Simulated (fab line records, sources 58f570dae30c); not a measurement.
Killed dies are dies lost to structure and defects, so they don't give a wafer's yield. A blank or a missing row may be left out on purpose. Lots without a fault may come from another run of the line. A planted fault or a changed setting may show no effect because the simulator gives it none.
Which tool did it? | flow berkeley_cmos170 | 15 lots, 45 wafers sampled, at 3 steps of a route of 331

WHAT THE GAUGES READ, wafer by wafer
UCB170_ACTIVE_THK_MEAS_06. Usual: ACTIVE_NITRIDE_THK 220 nm, standard deviation 3.1.
lot  | measured    | on            | ACTIVE_NITRIDE_THK (nm) | flag
L433 | day 4 11:05 | film_metro-03 | 220 218 221             |
L436 | day 5 15:01 | film_metro-03 | 218 218 217             |
L437 | day 5 15:01 | film_metro-02 | 215 217 218             |
L434 | day 5 15:01 | film_metro-04 | 222 219 221             |
L439 | day 6 00:23 | film_metro-04 | 216 217 217             |
L440 | day 6 06:52 | film_metro-04 | 215 215 215             |
L441 | day 6 06:53 | film_metro-02 | 217 218 217             |
L442 | day 6 17:23 | film_metro-04 | 222 223 222             |
L446 | day 7 00:10 | film_metro-03 | 223 222 221             |
L445 | day 7 00:10 | film_metro-04 | 220 221 222             |
L444 | day 7 00:14 | film_metro-04 | 222 221 223             |
L450 | day 8 07:04 | film_metro-03 | 220 221 221             |
L452 | day 8 13:19 | film_metro-04 | 224 225 225             |
L455 | day 9 21:10 | film_metro-04 | 218 217 218             |
L456 | day 9 21:10 | film_metro-02 | 214 213 213             |

UCB170_NVT_OVL_MEAS_06. Usual: NVT_OVL -5 nm, standard deviation 4.6.
lot  | measured     | on         | NVT_OVL (nm) | flag
L433 | day 5 23:44  | overlay-01 | 2 -6 0       |
L436 | day 7 09:27  | overlay-02 | -7 -9 -13    |
L437 | day 7 09:18  | overlay-02 | -11 -3 -5    |
L434 | day 7 09:06  | overlay-02 | -1 -1 -3     |
L439 | day 7 18:58  | overlay-01 | -4 1 -5      |
L440 | day 7 19:15  | overlay-01 | -7 -6 -6     |
L441 | day 8 02:16  | overlay-02 | -8 -8 -12    |
L442 | day 8 12:05  | overlay-01 | -1 -11 -2    |
L446 | day 8 21:05  | overlay-01 | -13 -13 -12  |
L445 | day 8 20:51  | overlay-02 | 240 245 237  | OFF
L444 | day 8 20:44  | overlay-01 | 240 235 235  | OFF
L450 | day 9 23:01  | overlay-02 | -8 -4 -8     |
L452 | day 9 23:08  | overlay-01 | 234 231 229  | OFF
L455 | day 12 02:49 | overlay-01 | -13 -7 -9    |
L456 | day 12 02:41 | overlay-02 | 2 -2 -7      |

WHICH TOOL RAN EACH LOT (tool, then ch and the chambers of the sampled wafers, then the start)
lot  | UCB170_NVT_EXPOSE_03
L433 | krf_scanner-02 ch 0, day 5 22:56
L436 | krf_scanner-02 ch 0, day 7 09:04
L437 | krf_scanner-01 ch 0, day 7 08:49
L434 | krf_scanner-01 ch 0, day 7 08:43
L439 | krf_scanner-01 ch 0, day 7 18:35
L440 | krf_scanner-02 ch 0, day 7 18:50
L441 | krf_scanner-02 ch 0, day 8 01:49
L442 | krf_scanner-02 ch 0, day 8 11:41
L446 | krf_scanner-01 ch 0, day 8 20:41
L445 | krf_scanner-02 ch 0, day 8 20:28
L444 | krf_scanner-02 ch 0, day 8 20:22
L450 | krf_scanner-01 ch 0, day 9 22:10
L452 | krf_scanner-02 ch 0, day 9 22:32
L455 | krf_scanner-01 ch 0, day 12 02:25
L456 | krf_scanner-01 ch 0, day 12 02:13
- UCB170_NVT_EXPOSE_03: exposes mask PWELL, target cd 3000 nm.

WHAT THE TOOLS THEMSELVES READ (means of the sampled wafers that have a number; where no wafer has one, the mark that the record gives instead)
The record holds no such reading with a usual standard deviation.

THE ANSWER, worked out from the rows above alone
Rule: a lot is off if the mean of its wafers that have a number lies more than 3 standard deviations from the usual mean. A lot without any number at a reading at which 4 lots or more have one is off too. The other lots that the step has rows for count as sound. The gauges are gone through in route order, then the tools' own readings, and for those a lot's mean is taken as printed above. The first step at which some lot is off is used, and at that step the reading that is off furthest; a lot without a number counts as furthest.
Off: L445, L444, L452, at UCB170_NVT_OVL_MEAS_06 (NVT_OVL).
A tool fits if, at a process step before that reading, it ran every lot that is off, and no sound lot after the first of them. The gauges at UCB170_NVT_OVL_MEAS_06 are tried like those tools. One fits: krf_scanner-02 at UCB170_NVT_EXPOSE_03. Its last sound lot is L442 (day 8 11:41), its first lot that is off L444 (day 8 20:22): a fault that began between those two fits.

WHAT THE SIMULATOR HAD PUT IN
Scanner matching overlay: krf_scanner-02, from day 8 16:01 on, at UCB170_NVT_EXPOSE_03. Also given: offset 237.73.
Lots struck among those shown: L445, L444, L452. The rule above found the same.
